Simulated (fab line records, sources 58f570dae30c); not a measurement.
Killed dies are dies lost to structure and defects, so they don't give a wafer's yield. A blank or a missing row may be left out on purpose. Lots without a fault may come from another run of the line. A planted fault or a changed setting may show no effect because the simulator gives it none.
One fault seen from 2 desks | flow berkeley_cmos170 | each desk has only its own numbers; what lay behind them comes last

THE TOOL OWNER'S DESK: litho_track-02
The tool's own readings at UCB170_V2_SOFTBAKE_08 (time 60 s): means of the sampled wafers that have a number, for each lot that ran on this tool. A lot is out of limits, marked OUT, if its mean lies more than 4 standard deviations from the usual mean; the brackets give that distance.
Columns: A = heater_power_total_W at UCB170_V2_SOFTBAKE_08, usual 56.80 W; B = run_length_s at UCB170_V2_SOFTBAKE_08, usual 89.20 s
lot  | first seen here | A               | B
L623 | day 8 10:38     | 56.80           | 89.22
L622 | day 8 11:05     | 56.77           | 89.08
L628 | day 9 11:59     | 56.76           | 89.17
L632 | day 10 15:47    | 56.83           | 89.03
L630 | day 10 22:22    | 58.98 (+45) OUT | 81.77 (-57) OUT
L635 | day 11 06:51    | 58.95 (+45) OUT | 81.86 (-56) OUT
This desk's finding: out of limits on L630, L635; first on L630, day 10 22:22 (heater_power_total_W at UCB170_V2_SOFTBAKE_08). In limits: L623, L622, L628, L632.

THE METROLOGY DESK
What the gauges read, lot by lot, whatever tool the lot ran on: means of the sampled wafers that have a number. A lot is out of limits, marked OUT, if its mean lies more than 4 standard deviations from the usual mean; the brackets give that distance.
Columns: A = cd_nm at UCB170_M2_CD_MEAS_90, usual 701 nm; B = V2_OVL at UCB170_V2_OVL_MEAS_13, usual 1 nm
lot  | first seen here | A   | B
L619 | day 8 00:59     | 701 | -0
L621 | day 8 08:58     | 704 | 5
L623 | day 8 08:59     | 699 | 2
L624 | day 8 09:19     | 704 | -1
L622 | day 8 09:36     | 703 | 1
L626 | day 9 03:29     | 700 | -4
L627 | day 9 10:05     | 700 | 5
L628 | day 9 10:10     | 704 | 1
L632 | day 10 14:22    | 700 | 5
L629 | day 10 18:00    | 704 | 2
L630 | day 10 18:21    | 702 | 9
L635 | day 11 05:32    | 698 | -7
L636 | day 11 06:10    | 700 | 4
L638 | day 11 19:18    | 703 | 9
This desk's finding: nothing out of limits on any of the 14 lots.

PUT TOGETHER
The tool owner's desk could have raised an alarm at day 10 22:22, on L630, L635.
The metrology desk saw nothing out of limits.
The metrology desk has L630, L635 on record, within its limits.
Of the lots named, all ran UCB170_V2_SOFTBAKE_08 on litho_track-02.

WHAT THE SIMULATOR HAD PUT IN
Process parameter drift: litho_track-02, from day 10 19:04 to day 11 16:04, at UCB170_V2_SOFTBAKE_08. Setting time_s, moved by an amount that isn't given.
Lots struck among those shown: L630, L635.
Hours from the fault's start to each desk's first reading out of limits: the tool owner's desk, 3.
